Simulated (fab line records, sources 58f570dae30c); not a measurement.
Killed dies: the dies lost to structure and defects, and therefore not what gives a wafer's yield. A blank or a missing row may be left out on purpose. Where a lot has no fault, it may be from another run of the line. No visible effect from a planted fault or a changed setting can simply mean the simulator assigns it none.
Check of tool commonality :: flow berkeley-cmos170 :: Sampled: 14 lots, 42 wafers

THE REASON FOR OPENING IT
Of 14 lots, 2 have the reading PFIELD_TW flagged at UCB170_PFIELD_TW_MEAS_09. Fault-free wafers read 607, with a standard deviation of 4.6.
Rule: a lot is flagged in two cases, either no wafer of it has a number, or all its wafers with numbers fall more than 4 standard deviations from that mean. The rest of the lots are taken to be sound.

lot: L568
measured: day 4 19:15
on: film-metro-02
PFIELD_TW, wafer by wafer: 609 604 605
flag: 

lot: L567
measured: day 4 20:09
on: film-metro-04
PFIELD_TW, wafer by wafer: 602 604 603
flag: 

lot: L569
measured: day 4 20:13
on: film-metro-02
PFIELD_TW, wafer by wafer: 610 607 606
flag: 

lot: L570
measured: day 4 23:13
on: film-metro-02
PFIELD_TW, wafer by wafer: 607 612 603
flag: 

lot: L571
measured: day 5 07:46
on: film-metro-03
PFIELD_TW, wafer by wafer: 614 614 612
flag: 

lot: L572
measured: day 5 07:56
on: film-metro-02
PFIELD_TW, wafer by wafer: 607 604 605
flag: 

lot: L573
measured: day 5 16:54
on: film-metro-03
PFIELD_TW, wafer by wafer: 613 613 613
flag: 

lot: L574
measured: day 5 17:29
on: film-metro-02
PFIELD_TW, wafer by wafer: 606 608 604
flag: 

lot: L575
measured: day 5 17:46
on: film-metro-04
PFIELD_TW, wafer by wafer: 601 601 607
flag: 

lot: L576
measured: day 6 03:47
on: film-metro-02
PFIELD_TW, wafer by wafer: 608 608 608
flag: 

lot: L577
measured: day 6 19:43
on: film-metro-04
PFIELD_TW, wafer by wafer: 603 607 612
flag: 

lot: L578
measured: day 7 01:38
on: film-metro-04
PFIELD_TW, wafer by wafer: 599 598 597
flag: 

lot: L582
measured: day 7 11:44
on: film-metro-03
PFIELD_TW, wafer by wafer: 709 707 712
flag: FLAGGED

lot: L584
measured: day 8 09:22
on: film-metro-03
PFIELD_TW, wafer by wafer: 702 704 708
flag: FLAGGED
Average over the flagged lots: 707; offset from the usual +100, equal to +22 standard deviations.

LOT BY LOT: THE TOOL USED
3 process steps preceding the reading are held in the record, out of 331 steps in the route. Read each cell as the tool, then ch plus the chambers that the sampled wafers visited, then the start.
lot: L568
flag: 
UCB170_NWELL_STRIP_15: plasma-asher-02 ch 0,1, day 2 14:49
UCB170_PWELL_STRIP_16: plasma-asher-02 ch 0,1, day 3 09:06
UCB170_PFIELD_IMPLANT_07: implanter-03 ch 0, day 4 19:00

lot: L567
flag: 
UCB170_NWELL_STRIP_15: plasma-asher-02 ch 0,1, day 2 11:47
UCB170_PWELL_STRIP_16: plasma-asher-03 ch 0,1, day 3 08:44
UCB170_PFIELD_IMPLANT_07: implanter-02 ch 0, day 4 19:55

lot: L569
flag: 
UCB170_NWELL_STRIP_15: plasma-asher-02 ch 0,1, day 2 18:30
UCB170_PWELL_STRIP_16: plasma-asher-03 ch 0,1, day 3 09:08
UCB170_PFIELD_IMPLANT_07: implanter-03 ch 0, day 4 19:58

lot: L570
flag: 
UCB170_NWELL_STRIP_15: plasma-asher-01 ch 0,1, day 3 00:14
UCB170_PWELL_STRIP_16: plasma-asher-02 ch 0,1, day 3 15:14
UCB170_PFIELD_IMPLANT_07: implanter-02 ch 0, day 4 22:58

lot: L571
flag: 
UCB170_NWELL_STRIP_15: plasma-asher-01 ch 0,1, day 3 07:06
UCB170_PWELL_STRIP_16: plasma-asher-04 ch 0,1, day 4 06:22
UCB170_PFIELD_IMPLANT_07: implanter-02 ch 0, day 5 07:32

lot: L572
flag: 
UCB170_NWELL_STRIP_15: plasma-asher-02 ch 0,1, day 3 11:03
UCB170_PWELL_STRIP_16: plasma-asher-02 ch 1, day 4 06:29
UCB170_PFIELD_IMPLANT_07: implanter-03 ch 0, day 5 07:41

lot: L573
flag: 
UCB170_NWELL_STRIP_15: plasma-asher-01 ch 0,1, day 3 17:53
UCB170_PWELL_STRIP_16: plasma-asher-02 ch 0,1, day 4 13:05
UCB170_PFIELD_IMPLANT_07: implanter-03 ch 0, day 5 16:39

lot: L574
flag: 
UCB170_NWELL_STRIP_15: plasma-asher-03 ch 0,1, day 3 21:36
UCB170_PWELL_STRIP_16: plasma-asher-02 ch 0,1, day 4 13:17
UCB170_PFIELD_IMPLANT_07: implanter-02 ch 0, day 5 17:14

lot: L575
flag: 
UCB170_NWELL_STRIP_15: plasma-asher-03 ch 0,1, day 3 21:49
UCB170_PWELL_STRIP_16: plasma-asher-03 ch 0,1, day 4 13:14
UCB170_PFIELD_IMPLANT_07: implanter-03 ch 0, day 5 17:31

lot: L576
flag: 
UCB170_NWELL_STRIP_15: plasma-asher-01 ch 0,1, day 4 08:27
UCB170_PWELL_STRIP_16: plasma-asher-02 ch 0,1, day 4 22:42
UCB170_PFIELD_IMPLANT_07: implanter-02 ch 0, day 6 03:32

lot: L577
flag: 
UCB170_NWELL_STRIP_15: plasma-asher-02 ch 0,1, day 4 14:15
UCB170_PWELL_STRIP_16: plasma-asher-02 ch 0, day 5 08:07
UCB170_PFIELD_IMPLANT_07: implanter-02 ch 0, day 6 19:29

lot: L578
flag: 
UCB170_NWELL_STRIP_15: plasma-asher-01 ch 0,1, day 4 19:52
UCB170_PWELL_STRIP_16: plasma-asher-03 ch 0,1, day 5 11:27
UCB170_PFIELD_IMPLANT_07: implanter-02 ch 0, day 7 01:23

lot: L582
flag: FLAGGED
UCB170_NWELL_STRIP_15: plasma-asher-02 ch 0,1, day 5 11:55
UCB170_PWELL_STRIP_16: plasma-asher-02 ch 0,1, day 6 09:20
UCB170_PFIELD_IMPLANT_07: implanter-02 ch 0, day 7 11:32

lot: L584
flag: FLAGGED
UCB170_NWELL_STRIP_15: plasma-asher-01 ch 0,1, day 6 09:47
UCB170_PWELL_STRIP_16: plasma-asher-03 ch 0,1, day 7 03:36
UCB170_PFIELD_IMPLANT_07: implanter-02 ch 0, day 8 09:07
These steps, and what they do:
- UCB170_NWELL_STRIP_15: strips in O2.
- UCB170_PWELL_STRIP_16: strips in O2.
- UCB170_PFIELD_IMPLANT_07
- UCB170_PFIELD_TW_MEAS_09

FLAGGED OVER TOTAL, TOOL BY TOOL (the gauges that took the reading come last)
step: UCB170_NWELL_STRIP_15
tool: plasma-asher-01
lots run: 6
flagged: 1
share of the flagged lots: some
sound lots run after its first flagged lot: 0

step: UCB170_NWELL_STRIP_15
tool: plasma-asher-02
lots run: 6
flagged: 1
share of the flagged lots: some
sound lots run after its first flagged lot: 0

step: UCB170_NWELL_STRIP_15
tool: plasma-asher-03
lots run: 2
flagged: 0
share of the flagged lots: none
sound lots run after its first flagged lot: -

step: UCB170_PWELL_STRIP_16
tool: plasma-asher-02
lots run: 8
flagged: 1
share of the flagged lots: some
sound lots run after its first flagged lot: 0

step: UCB170_PWELL_STRIP_16
tool: plasma-asher-03
lots run: 5
flagged: 1
share of the flagged lots: some
sound lots run after its first flagged lot: 0

step: UCB170_PWELL_STRIP_16
tool: plasma-asher-04
lots run: 1
flagged: 0
share of the flagged lots: none
sound lots run after its first flagged lot: -

step: UCB170_PFIELD_IMPLANT_07
tool: implanter-02
lots run: 9
flagged: 2
share of the flagged lots: all
sound lots run after its first flagged lot: 0

step: UCB170_PFIELD_IMPLANT_07
tool: implanter-03
lots run: 5
flagged: 0
share of the flagged lots: none
sound lots run after its first flagged lot: -

step: UCB170_PFIELD_TW_MEAS_09
tool: film-metro-02
lots run: 6
flagged: 0
share of the flagged lots: none
sound lots run after its first flagged lot: -

step: UCB170_PFIELD_TW_MEAS_09
tool: film-metro-03
lots run: 4
flagged: 2
share of the flagged lots: all
sound lots run after its first flagged lot: 0

step: UCB170_PFIELD_TW_MEAS_09
tool: film-metro-04
lots run: 4
flagged: 0
share of the flagged lots: none
sound lots run after its first flagged lot: -

THE TABLE: WHAT IT ALLOWS
Every flagged lot went through 2 rows of the table: implanter-02 at UCB170_PFIELD_IMPLANT_07 and film-metro-03 at UCB170_PFIELD_TW_MEAS_09.
- implanter-02 at UCB170_PFIELD_IMPLANT_07 ran 9 lots, 2 of them flagged. It ran its last sound lot, L578, at day 7 01:23 and its first flagged lot, L582, at day 7 11:32: a fault with its onset between the two fits. Its own readings lie more than 4 standard deviations out on every wafer of the flagged lots: dose-ions-cm2, faraday-current-uA.
- film-metro-03 at UCB170_PFIELD_TW_MEAS_09 ran 4 lots, 2 of them flagged. It ran its last sound lot, L573, at day 5 16:54 and its first flagged lot, L582, at day 7 11:44: a fault with its onset between the two fits.
A lot count leaves these 2 tools indistinguishable: every one of them fits a fault beginning at some hour. More lots, or a look at what each step does to the wafer, might.

WHAT THE SIMULATOR PUT IN
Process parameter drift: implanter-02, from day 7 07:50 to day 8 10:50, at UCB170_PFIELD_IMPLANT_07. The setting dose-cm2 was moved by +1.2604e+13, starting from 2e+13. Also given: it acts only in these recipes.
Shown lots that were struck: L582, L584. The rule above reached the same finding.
